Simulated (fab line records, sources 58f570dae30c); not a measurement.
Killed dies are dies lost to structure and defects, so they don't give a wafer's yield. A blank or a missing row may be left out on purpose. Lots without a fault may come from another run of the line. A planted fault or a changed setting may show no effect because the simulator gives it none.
fab line records | flow berkeley_cmos170
record lots=6 wafers=18 last_day=11
route steps=331 shown PWELL@38
lots that met no fault: from a run of the same line without faults
start_h: hours from the record's first day to the start of the lot's first wafer shown | wait_h: hours since the lot's step before | " the same as in the row above | L1.1+2: a row that stands for several wafers | - no value, or no start given | * or withheld: withheld | < > ~ a bound
route shown NAME@n: a module of which the file shows steps, and the number in the route of the first | usual: mean/standard deviation of fault-free wafers | same: alike in all rows | chamber/n: place in a boat | sites: the reading at each site | _std_site: their standard deviation | _edge_site: outer sites' mean less inner sites' | radius_mm: how far each site lies from the wafer's centre | mask NAME#n: copy n | behind: the tool/chamber that last shaped the wafer | hold: why the lot was held/for how many hours/how that ended | device: the transistor (n, p or np) that didn't switch | end of line: the same wafers' tests at the end of the route | a step without rows: its recipe alone | killed: dies lost to structure and defects at the first sort, not the wafer's yield | map: a wafer's dies, x killed, . not, _ none there
set.NAME: the setting as run; set.NAME@STEP: as run at that earlier step | model.NAME: the simulator's own value behind a step, which no gauge read
lots at some steps of the route; a table a step, a row a wafer
services: from which hour (start_h, from the record's first day; less than 0 if before it) a tool's chamber was out of use, for how many hours, and why
## steps
# step UCB170_PWELL_ANNEAL_04
# recipe temp_c=1000 time_s=900 ambient=N2
# step UCB170_PWELL_CVD_05
# recipe material=Si3N4 target_thk_nm=220 temp_c=800 precursor=SiH2Cl2/NH3 time_s=3300 pressure_mtorr=200 sih2cl2_flow_sccm=25 nh3_flow_sccm=75
# step UCB170_PWELL_THK_MEAS_06
# recipe reads=Si3N4_of_PWELL_CVD_05
# usual PWELL_NITRIDE_THK=220.7/2
# columns lot.wafer tool chamber start_h wait_h PWELL_NITRIDE_THK[nm]
L727.1 film_metro-03 - 70.77 0.0 222.3
L727.4 " - " " 220.6
L727.5 " - " " 224.1
L730.1 film_metro-03 - 89.07 0.0 221.2
L730.2 " - " " 221.3
L730.4 " - " " 218.2
L731.1 film_metro-02 - 92.90 0.0 221.7
L731.3 " - " " 220.5
L731.6 " - " " 222.0
L732.1 film_metro-02 - 100.07 0.0 220.7
L732.3 " - " " 221.4
L732.5 " - " " 223.5
L738.1 film_metro-03 - 126.45 0.0 222.1
L738.4 " - " " 221.7
L738.5 " - " " 220.2
L742.2 film_metro-01 - 146.98 0.0 220.1
L742.4 " - " " 218.5
L742.6 " - " " 220.7
# step UCB170_PWELL_HMDS_07
# recipe prime_time_s=60 prime_temp_c=100
# step UCB170_PWELL_COAT_08
# recipe resist=KrF spin_rpm=1500 resist_thk_nm=900
# step UCB170_PWELL_SOFTBAKE_09
# recipe resist=KrF temp_c=130 time_s=60
# step UCB170_PWELL_EXPOSE_10
# recipe mask_id=PWELL target_cd_nm=3000 na=0.5 sigma_outer=0.6 source_shape=conventional dose_mj=19
# step UCB170_PWELL_PEB_11
# recipe peb_temp_c=130 peb_time_s=withheld resist=KrF
# step UCB170_PWELL_DEVELOP_12
# recipe developer=TMAH develop_time_s=45 resist=KrF dev_temp_c=21
# step UCB170_PWELL_OVL_MEAS_13
# usual PWELL_OVL=-1/5.5
# columns lot.wafer tool chamber start_h wait_h PWELL_OVL[nm]
L727.1 overlay-02 - 72.19 - -2
L727.4 " - " " 8
L727.5 " - " " 0
L730.1 overlay-02 - 90.22 - -5
L730.2 " - " " -6
L730.4 " - " " -6
L731.1 overlay-02 - 93.86 - -1
L731.3 " - " " 0
L731.6 " - " " 6
L732.1 overlay-01 - 101.49 - -13
L732.3 " - " " -1
L732.5 " - " " 1
L738.1 overlay-02 - 127.42 - 9
L738.4 " - " " -3
L738.5 " - " " 7
L742.2 overlay-01 - 148.24 - 0
L742.4 " - " " -1
L742.6 " - " " -5
# step UCB170_PWELL_ETCH_14
# recipe chemistry=CH3F/Ar/O2 target=Si3N4 stop_on=SiO2 CH3F_flow_sccm=20 Ar_flow_sccm=50 O2_flow_sccm=7 pressure_mtorr=50 rf_w=450 target_depth_a=2420 over_etch_frac=0.1 time_s=151
# usual drypump_motor_current_A=5.6/0.46 oes_product_au=0.936/0.016 throttle_valve_pct=8.07/0.12
# columns lot.wafer tool chamber start_h wait_h drypump_motor_current_A oes_product_au rf_hours_counter_h throttle_valve_pct
L727.1 rie_diel-01 3 72.22 0.0 6.7 0.938 40 8.02
L727.4 " 1 " " 5.7 0.923 11 8.18
L727.5 " 2 " " 5.2 0.931 - 8.20
L730.1 rie_diel-03 2 90.26 0.0 5.5 0.922 161 8.08
L730.2 " 0 " " 6.0 0.933 10 8.12
L730.4 " 0 " " 6.1 0.929 - 8.10
L731.1 rie_diel-03 2 93.90 0.0 5.5 0.926 161 8.07
L731.3 " 3 " " 4.9 0.960 129 8.02
L731.6 " 3 " " 4.9 0.972 - 8.04
L732.1 rie_diel-02 1 101.52 0.0 5.3 0.952 94 8.06
L732.3 " 3 " " 5.8 0.927 93 8.09
L732.5 " 0 " " 6.0 0.952 - 8.28
L738.1 rie_diel-03 3 127.45 0.0 4.9 0.969 131 8.03
L738.4 " 1 " " 5.4 0.962 - 7.87
L738.5 " 3 " " 4.9 0.970 - 8.03
L742.2 rie_diel-02 0 148.27 0.0 6.0 0.941 62 8.27
L742.4 " 2 " " 5.4 0.921 117 7.88
L742.6 " 1 " " 5.3 0.951 - 8.06
# step UCB170_PWELL_IMPLANT_15
# recipe species=B dose_cm2=5e+12 energy_kev=60 tilt_deg=7
# step UCB170_PWELL_STRIP_16
# recipe chemistry=O2 power_w=400 pressure_mtorr=3500 platen_temp_c=withheld o2_flow_sccm=400 overash_fraction=0.5
# usual chamber_pressure_mTorr=3499.9/3 drypump_motor_current_A=5.5/0.33 oes_product_au=0.721/0.0044 strip_time_to_endpoint_s=18.05/0.12
# columns lot.wafer tool chamber start_h wait_h chamber_pressure_mTorr drypump_motor_current_A oes_product_au rf_hours_counter_h strip_time_to_endpoint_s model.KrF_of_PWELL_COAT_08.thk_nm
L727.1 plasma_asher-03 1 72.47 0.1 3498.2 5.3 0.718 36 18.03 0
L727.4 " 0 " " 3502.4 5.8 0.726 - 17.99 0
L727.5 " 1 " " 3507.9 5.2 0.717 - 18.22 0
L730.1 plasma_asher-03 1 90.51 0.1 3497.5 5.3 0.720 38 17.87 0
L730.2 " 0 " " 3495.3 5.8 0.724 38 18.13 0
L730.4 " 0 " " 3506.0 5.8 0.713 - 18.21 0
L731.1 plasma_asher-03 1 94.15 0.1 - - - - - 713.9
L731.3 " 0 " " - - - - - 719.4
L731.6 " 0 " " - - - - - 712.7
L732.1 plasma_asher-01 1 101.77 0.1 - - - - - 721
L732.3 " 0 " " - - - - - 722.4
L732.5 " 0 " " - - - - - 724.8
L738.1 plasma_asher-03 1 127.70 0.1 3503.7 5.2 0.722 1 18.05 0
L738.4 " 1 " " 3494.7 5.2 0.718 - 18.00 0
L738.5 " 0 " " 3501.8 5.9 0.713 - 18.02 0
L742.2 plasma_asher-02 0 148.67 0.2 3502.4 5.8 0.726 45 18.01 0
L742.4 " 1 " " 3505.5 5.0 0.725 - 18.10 0
L742.6 " 0 " " 3499.7 5.8 0.722 - 17.94 0
# step UCB170_PWELL_TW_MEAS_17
# usual PWELL_TW=374.7/2.5
# columns lot.wafer tool chamber start_h wait_h PWELL_TW
L727.1 film_metro-02 - 72.57 0.1 373.7
L727.4 " - " " 373.8
L727.5 " - " " 372.4
L730.1 film_metro-02 - 90.61 0.1 372.5
L730.2 " - " " 372.7
L730.4 " - " " 373.8
L731.1 film_metro-02 - 94.27 0.1 373.1
L731.3 " - " " 372.8
L731.6 " - " " 373.2
L732.1 film_metro-03 - 101.87 0.1 377.8
L732.3 " - " " 375.4
L732.5 " - " " 376.7
L738.1 film_metro-02 - 127.80 0.1 373.5
L738.4 " - " " 376.9
L738.5 " - " " 373.8
L742.2 film_metro-02 - 148.78 0.1 373.6
L742.4 " - " " 376.3
L742.6 " - " " 374.5
## services
# columns tool chamber start_h hours kind
rie_diel-03 1 70.54 27.4 repair
rie_diel-02 0 88.29 3.7 repair
plasma_asher-03 - 108.75 9.0 pm
plasma_asher-03 0 108.75 9.0 vent_cycle
plasma_asher-03 1 108.75 9.0 vent_cycle
plasma_asher-03 0 117.75 - clean
plasma_asher-03 1 117.75 - clean
rie_diel-01 0 120.75 5.6 repair
rie_diel-03 2 122.42 - clean
rie_diel-03 2 122.42 24.0 scheduled_down
rie_diel-03 2 122.42 24.0 vent_cycle
plasma_asher-03 - 139.28 9.0 repair
rie_diel-01 0 141.44 3.4 repair
## key
first_sign step=UCB170_PWELL_STRIP_16 reading=tool_record direction=missing
effect none on later readings
model_effect step=UCB170_PWELL_STRIP_16 value=KrF_of_PWELL_COAT_08.thk_nm without=0 struck=719
met_at UCB170_PWELL_STRIP_16
struck_wafers L731.1,L731.3,L731.6,L732.1,L732.3,L732.5
later_rows_left_out L731.1,L731.3,L731.6,L732.1,L732.3,L732.5
sort_left_out L731.1,L731.3,L731.6,L732.1,L732.3,L732.5
tester_left_out L731,L732
onset_between 90.51 94.15
fault kind=skipped_step_whole tool=plasma_asher-01,plasma_asher-03 chamber=- onset_h=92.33 steps=UCB170_PWELL_STRIP_16 scope=struck_lots_only
# tester_left_out: of these lots the tester's yield and bins aren't shown, on N5 and GAA mostly nor the transistor test; their killed dies are dies lost to structure and defects alone, not to doping, threshold or leakage, so they don't give the yield
# sort_left_out: the simulated sort isn't trusted on such a fault, so these wafers' sort isn't shown, and their yield isn't known
# later_rows_left_out: the simulator's readings of these wafers behind a module that went badly wrong aren't trusted and aren't shown, but for the sort
